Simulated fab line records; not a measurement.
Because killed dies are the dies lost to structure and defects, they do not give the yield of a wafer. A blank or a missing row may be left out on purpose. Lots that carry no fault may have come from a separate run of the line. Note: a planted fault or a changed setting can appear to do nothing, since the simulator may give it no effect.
2 desks, one fault || flow berkeley cmos170 || what lay behind the numbers comes last; until then each desk has only its own

## THE TOOL OWNER'S DESK: plasma asher-02
The tool's own readings at UCB170_NSD_STRIP_09 (strips in O2): means of the sampled wafers that have a number, for each lot that ran on this tool. If a lot's mean is further than 4 standard deviations from the usual mean, the lot is out of limits and carries the mark OUT (the distance appears in the brackets).
Columns: A = drypump motor current A at UCB170_NSD_STRIP_09, usual 5.5 A; B = oes product au at UCB170_NSD_STRIP_09, usual 0.533 a.u.; C = strip time to endpoint s at UCB170_NSD_STRIP_09, usual 35.81 s
{"lot": "L719", "first seen here": "day 9 15:20", "A": 4.8, "B": 0.532, "C": 35.87}
{"lot": "L723", "first seen here": "day 10 09:00", "A": 5.1, "B": 0.534, "C": 35.88}
{"lot": "L724", "first seen here": "day 10 09:33", "A": 5.4, "B": 0.529, "C": 35.74}
This desk found nothing out of limits on any of the 3 lots.

## THE METROLOGY DESK
What the gauges read, lot by lot, whatever tool the lot ran on: means of the sampled wafers that have a number. If a lot's mean is further than 4 standard deviations from the usual mean, the lot is out of limits and carries the mark OUT (the distance appears in the brackets).
Columns: A = V1_BOW at UCB170_V1_BOW_MEAS_03, usual 19 um; B = cd nm at UCB170_V2_CD_MEAS_90, usual 699.2 nm
{"lot": "L714", "first seen here": "day 9 06:24", "A": 22, "B": 700.4}
{"lot": "L719", "first seen here": "day 10 08:04", "A": 20, "B": 702.1}
{"lot": "L723", "first seen here": "day 10 21:19", "A": 15, "B": 698.9}
{"lot": "L724", "first seen here": "day 11 00:43", "A": 18, "B": 697.5}
{"lot": "L728", "first seen here": "day 11 23:38", "A": 11, "B": 699.3}
{"lot": "L729", "first seen here": "day 12 01:25", "A": 19, "B": 700.0}
{"lot": "L730", "first seen here": "day 12 04:05", "A": 17, "B": 700.2}
{"lot": "L732", "first seen here": "day 12 14:08", "A": 15, "B": 700.6}
{"lot": "L733", "first seen here": "day 12 15:29", "A": 19, "B": 698.9}
{"lot": "L734", "first seen here": "day 13 03:13", "A": 21, "B": 696.4}
{"lot": "L737", "first seen here": "day 13 10:10", "A": 18, "B": 699.1}
{"lot": "L736", "first seen here": "day 13 12:56", "A": 21, "B": 700.0}
This desk found nothing out of limits on any of the 12 lots.

## BROUGHT TOGETHER
Nothing out of limits was seen by the tool owner's desk.
Nothing out of limits was seen by the metrology desk.

## WHAT THE SIMULATOR HAD PUT IN
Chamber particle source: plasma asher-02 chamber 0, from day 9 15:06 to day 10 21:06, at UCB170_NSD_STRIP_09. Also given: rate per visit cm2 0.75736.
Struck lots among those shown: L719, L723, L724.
